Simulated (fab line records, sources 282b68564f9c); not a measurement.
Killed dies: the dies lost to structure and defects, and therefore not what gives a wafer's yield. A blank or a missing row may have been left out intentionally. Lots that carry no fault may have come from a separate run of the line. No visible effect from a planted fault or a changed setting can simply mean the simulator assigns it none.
fab line records	flow ritCmos
record: lots: 14	wafers: 42	lastDay: 7
route steps=202 shown GATE@77 M1@202
lots with no fault: from the same line, run without faults
startH: hours from the record's opening day to when the first of the lot's shown wafers began	waitH: hours since the lot's step before	" as in the row above	L1.1+2: several wafers, shown together as one row	- either no value or no given start	* or withheld: withheld	< > ~ a bound
route shown NAME@n: a module of which the file shows steps, and the number in the route of the first	usual: mean and standard deviation over wafers with no fault	same: alike in all rows	chamber/n: place in a boat	sites: per-site readings	_std_site: standard deviation of those values	_edge_site: mean of outer sites minus mean of inner sites	radiusMm: for every site, how far away it sits from the centre of the wafer	mask NAME#n: copy n	behind: the last tool/chamber to shape the wafer	hold: cause of the lot's hold/its duration in hours/its outcome	device: the n, p or np transistor that did not switch	end of line: the route-end tests of the same wafers	a step without rows: its recipe alone	killed: count of dies lost to structure and defects at first sort (not the wafer's yield)	map: a wafer's dies, marking killed ones x, the rest . and places with no die _
set.NAME: the run value of the setting; set.NAME@STEP: its run value at that earlier step	model.NAME: the simulator's own value behind a step, which no gauge read
the route's steps for a sample of lots (tables are steps, rows are wafers)
services: the hour from which a tool's chamber was out of use, counted from the record's first day as startH (under 0 if before that day), plus the number of hours and why
== steps ==
step: RIT_GATE_CLEAN_02
recipe: chemistry: dHF	dilution: 50:1	timeS: 30
lot.wafer	tool	chamber	startH	waitH
L776.1+3+4	wetBench-04	0	43.07	0.0
L778.3+5+6	wetBench-04	0	47.64	0.0
L780.2+3+6	wetBench-04	2	57.98	0.0
L781.2+3+5	wetBench-04	1	61.22	0.2
L782.1+3+5	wetBench-04	0	64.52	0.0
L783.3+4+6	wetBench-02	0	68.73	0.0
L785.1+4+6	wetBench-04	1	85.48	0.0
L786.2+3+4	wetBench-01	0	86.77	0.0
L787.1+3+5	wetBench-04	3	90.99	0.0
L789.2+3+6	wetBench-01	0	100.13	0.0
L794.1+2+6	wetBench-01	1	124.88	0.0
L795.1+3+6	wetBench-04	1	130.02	0.0
L796.2+4+6	wetBench-02	2	135.03	0.0
L797.3+4+5	wetBench-04	2	139.29	0.0
step: RIT_M1_PROBE_99
usual: killedAtContacts: 0.0/0.18	killedAtFrontEnd: 7/3	killedDies: 7/3	killedOnRim: 2/1.4	killedOpen: 3.6/1.9	killedShort: 3.2/1.8
same: grossDies: 264	killed_at_M0_to_M3: 0	killed_at_M4_up: 0	killedAtBackSide: 0	killedAtOther: 0
lot.wafer	tool	chamber	startH	waitH	killedAtContacts	killedAtFrontEnd	killedDies	killedOnRim	killedOpen	killedShort
L783.3	prober-01	-	98.77	0.2	0	12	12	5	6	6
L783.4	prober-01	-	98.82	0.2	0	4	4	2	1	3
L783.6	prober-01	-	98.92	0.2	0	10	10	3	6	4
L795.1	prober-01	-	157.55	0.1	0	47	47	12	6	4
L795.3	prober-01	-	157.65	0.2	0	34	34	8	2	3
L795.6	prober-01	-	157.80	0.2	0	37	37	8	3	3
L797.3	prober-01	-	167.42	0.2	0	31	31	13	6	1
L797.4	prober-01	-	167.47	0.2	0	32	32	8	6	2
L797.5	prober-01	-	167.52	0.2	0	29	29	11	4	2
killed by level:class
L783.3 GATE:geometricParticle:short=4 SPACER:geometricParticle:open=3 SPACER:geometricParticle:short=2 FOX1:geometricParticle:open=1 GATE:geometricParticle:open=1 SILICIDE:geometricParticle:open=1
L783.4 SPACER:geometricParticle:short=2 GATE:geometricParticle:short=1 SPACER:geometricParticle:open=1
L783.6 GATE:geometricParticle:open=3 GATE:geometricParticle:short=2 SPACER:geometricParticle:short=2 SPACER:geometricParticle:open=2 FOX2:geometricParticle:open=1
L795.1 GATE:unspecified=37 SILICIDE:geometricParticle:open=3 SPACER:geometricParticle:short=2 FOX2:geometricParticle:short=1 FOX2:geometricParticle:open=1 GATE:geometricParticle:short=1 GATE:geometricParticle:open=1 SPACER:geometricParticle:open=1
L795.3 GATE:unspecified=29 SILICIDE:geometricParticle:short=2 FOX1:geometricParticle:open=1 FOX1:geometricParticle:short=1 GATE:geometricParticle:open=1
L795.6 GATE:unspecified=31 GATE:geometricParticle:short=2 GATE:geometricParticle:open=2 ACTIVE:geometricParticle:short=1 REOX:geometricParticle:open=1
L797.3 GATE:unspecified=24 SILICIDE:geometricParticle:open=3 FOX1:geometricParticle:open=1 FOX2:geometricParticle:open=1 GATE:geometricParticle:open=1 GATE:geometricParticle:short=1
L797.4 GATE:unspecified=24 FOX2:geometricParticle:open=2 REOX:geometricParticle:open=2 FOX2:geometricParticle:short=1 GATE:geometricParticle:open=1 REOX:geometricParticle:short=1 SPACER:geometricParticle:open=1
L797.5 GATE:unspecified=23 FOX1:geometricParticle:open=1 FOX1:geometricParticle:short=1 FOX2:geometricParticle:open=1 GATE:geometricParticle:open=1 GATE:geometricParticle:short=1 SPACER:geometricParticle:open=1
== services ==
tool	chamber	startH	hours	kind
wetBench-02	-	57.88	0.9	repair
wetBench-02	-	61.90	1.9	pm
wetBench-04	-	114.46	6.0	repair
== key ==
firstSign: step: RIT_M1_PROBE_99	reading: killedAtFrontEnd	direction: up	sigmas: 9.4	usual: 7	struck: 35
effect: step: RIT_M1_PROBE_99	reading: killedDies	direction: up	sigmas: 9.3	usual: 7	struck: 35
metAt RIT_GATE_CLEAN_02
struckLots L795,L797
testerLeftOut L795,L797
onsetBetween 90.99 130.02
fault: kind: chamberParticleSource	tool: wetBench-04	chamber: -	onsetH: 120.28	steps: RIT_GATE_CLEAN_02	ratePerVisitCm2: 1.89	endH: 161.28
testerLeftOut: of these lots the tester's yield and bins aren't shown, on N5 and GAA mostly nor the transistor test; their killed dies are dies lost to structure and defects alone, not to doping, threshold or leakage, so they don't give the yield
